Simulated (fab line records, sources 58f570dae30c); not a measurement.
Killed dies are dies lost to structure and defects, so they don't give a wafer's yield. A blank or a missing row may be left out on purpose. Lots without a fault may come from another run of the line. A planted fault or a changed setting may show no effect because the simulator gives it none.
One fault seen from 2 desks | flow berkeley_cmos170 | each desk has only its own numbers; what lay behind them comes last

THE METROLOGY DESK
What the gauges read, lot by lot, whatever tool the lot ran on: means of the sampled wafers that have a number. A lot is out of limits, marked OUT, if its mean lies more than 4 standard deviations from the usual mean; the brackets give that distance.
Columns: A = cd_nm at UCB170_ACTIVE_CD_MEAS_13, usual 1200.1 nm; B = cd_nm at UCB170_ACTIVE_CD_MEAS_90, usual 1200.0 nm
lot  | first seen here | A      | B
L699 | day 4 01:58     | 1201.2 | 1201.2
L702 | day 4 13:16     | 1200.6 | 1200.9
L701 | day 4 13:35     | 1198.6 | 1198.7
L703 | day 4 23:25     | 1201.4 | 1201.3
L704 | day 4 23:34     | 1200.6 | 1200.6
L705 | day 5 14:50     | 1197.3 | 1196.9
L708 | day 5 20:28     | 1199.5 | 1199.1
L712 | day 6 20:43     | 1201.6 | 1201.3
L714 | day 7 11:28     | 1199.2 | 1198.8
L715 | day 7 20:46     | 1198.9 | 1198.7
L718 | day 8 23:17     | 1199.0 | 1198.8
L719 | day 8 23:31     | 1199.5 | 1199.5
L720 | day 9 05:01     | 1202.1 | 1202.0
L721 | day 9 05:25     | 1198.9 | 1198.6
This desk's finding: nothing out of limits on any of the 14 lots.

THE TOOL OWNER'S DESK: rie_diel-04
The tool's own readings at UCB170_ACTIVE_ETCH_15 (etches Si3N4 in CH3F/Ar/O2, stops on SiO2, target depth 242 nm, time 151 s): means of the sampled wafers that have a number, for each lot that ran on this tool. A lot is out of limits, marked OUT, if its mean lies more than 4 standard deviations from the usual mean; the brackets give that distance.
Columns: A = CH3F_flow_sccm at UCB170_ACTIVE_ETCH_15, usual 20.01 sccm; B = drypump_motor_current_A at UCB170_ACTIVE_ETCH_15, usual 5.7 A; C = oes_product_au at UCB170_ACTIVE_ETCH_15, usual 0.948 a.u.; D = throttle_valve_pct at UCB170_ACTIVE_ETCH_15, usual 8.11 %
lot  | first seen here | A     | B   | C     | D
L699 | day 4 02:07     | 19.99 | 5.9 | 0.963 | 8.17
L701 | day 4 13:41     | 20.00 | 4.8 | 0.915 | 8.12
L704 | day 4 23:44     | 20.04 | 5.1 | 0.938 | 8.12
L714 | day 7 11:35     | 20.05 | 5.1 | 0.890 | 8.11
L715 | day 7 20:55     | 19.99 | 5.4 | 0.903 | 8.02
This desk's finding: nothing out of limits on any of the 5 lots.

PUT TOGETHER
The metrology desk saw nothing out of limits.
The tool owner's desk saw nothing out of limits.

WHAT THE SIMULATOR HAD PUT IN
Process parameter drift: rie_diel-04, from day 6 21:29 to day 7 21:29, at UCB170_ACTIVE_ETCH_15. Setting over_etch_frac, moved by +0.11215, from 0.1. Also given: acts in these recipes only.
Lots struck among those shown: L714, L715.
